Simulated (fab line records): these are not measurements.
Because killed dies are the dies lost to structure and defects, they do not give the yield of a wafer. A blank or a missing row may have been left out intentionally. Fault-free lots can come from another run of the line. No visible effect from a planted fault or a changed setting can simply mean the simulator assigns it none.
8D (eight disciplines) problem report, filled in by code :: flow ritCmos :: the parts of the form that need people (team, actions taken, sign-off) are left out

## 1. THE PROBLEM
Wafers without a fault read 23.00 C, standard deviation 0.11; developerTempC at RIT_NSD_DEVELOP_05 reads a mean of 21.99 C on 6 wafers belonging to 2 lots. Relative to the usual mean, that is a shift of -9.2 standard deviations.
The step: develop time 50 s.
The first sign was on wafer L815.1 at day 5 20:00, on lithoTrack-03. The record holds 42 wafers of 14 lots with a number at this step. Rule for "out", or "out of limits": more than 4 standard deviations from the usual mean. All remaining wafers that have a number are taken as sound.

## 2. WHAT THIS IS AND IS NOT
question: which readings at this step
is: developerTempC
is not: -

question: which lots
is: L815, L821
is not: L804, L805, L808, L809, L810, L813, L814, L818, L822, L823, L826, L827

question: which wafers of those lots
is: all that have a number
is not: -

question: read on which tools
is: lithoTrack-03
is not: lithoTrack-02, lithoTrack-04

question: when
is: from day 5 20:00
is not: up to then (21 sound wafers); but 15 sound wafers of L818, L822, L823, L826, L827 came after

## 3. THE SUSPECTS, EACH WITH WHAT RULES IT OUT
Counting: a tool stays on the suspect list if, at a process step up to the reading, it processed all lots that are out and no sound lot following the first of them.
- lithoTrack-03 at RIT_NSD_DEVELOP_05 (develop time 50 s): kept. It ran every lot that is out, first L815 (day 5 20:00), and no sound lot after that; its last sound lot up to then is L814 (day 5 05:00). Its own readings are out on those wafers: developerTempC.
After counting, what remains is lithoTrack-03 at RIT_NSD_DEVELOP_05.

## 4. THE CAUSE (what the simulator had put in)
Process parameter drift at RIT_NSD_DEVELOP_05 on lithoTrack-03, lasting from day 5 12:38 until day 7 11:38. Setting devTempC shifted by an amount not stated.
The count eliminated every tool but this one.

## 5. SEQUENCE OF EFFECTS, ordered by route
One row per reading whose mean, taken over the struck wafers that have a number, lies over 3 standard deviations from the usual. Scope: only readings with a usual standard deviation given in the record; hours: median across lots of the time from each lot's start at the first step in this table that gives one to its start at this step; sigmas: change in usual standard deviations.
hours: 0
step: RIT_NSD_DEVELOP_05
reading: developerTempC
usual: 23.00 C
on struck wafers: 21.99
change: -1.01
sigmas: -9.2
Process steps it contains:
- RIT_NSD_DEVELOP_05: develop time 50 s.

## 6. HOW IT WOULD HAVE BEEN CAUGHT EARLIER
7 hours passed between the start of the fault at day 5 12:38 and the first reading out of limits in this record, taken at day 5 20:00.
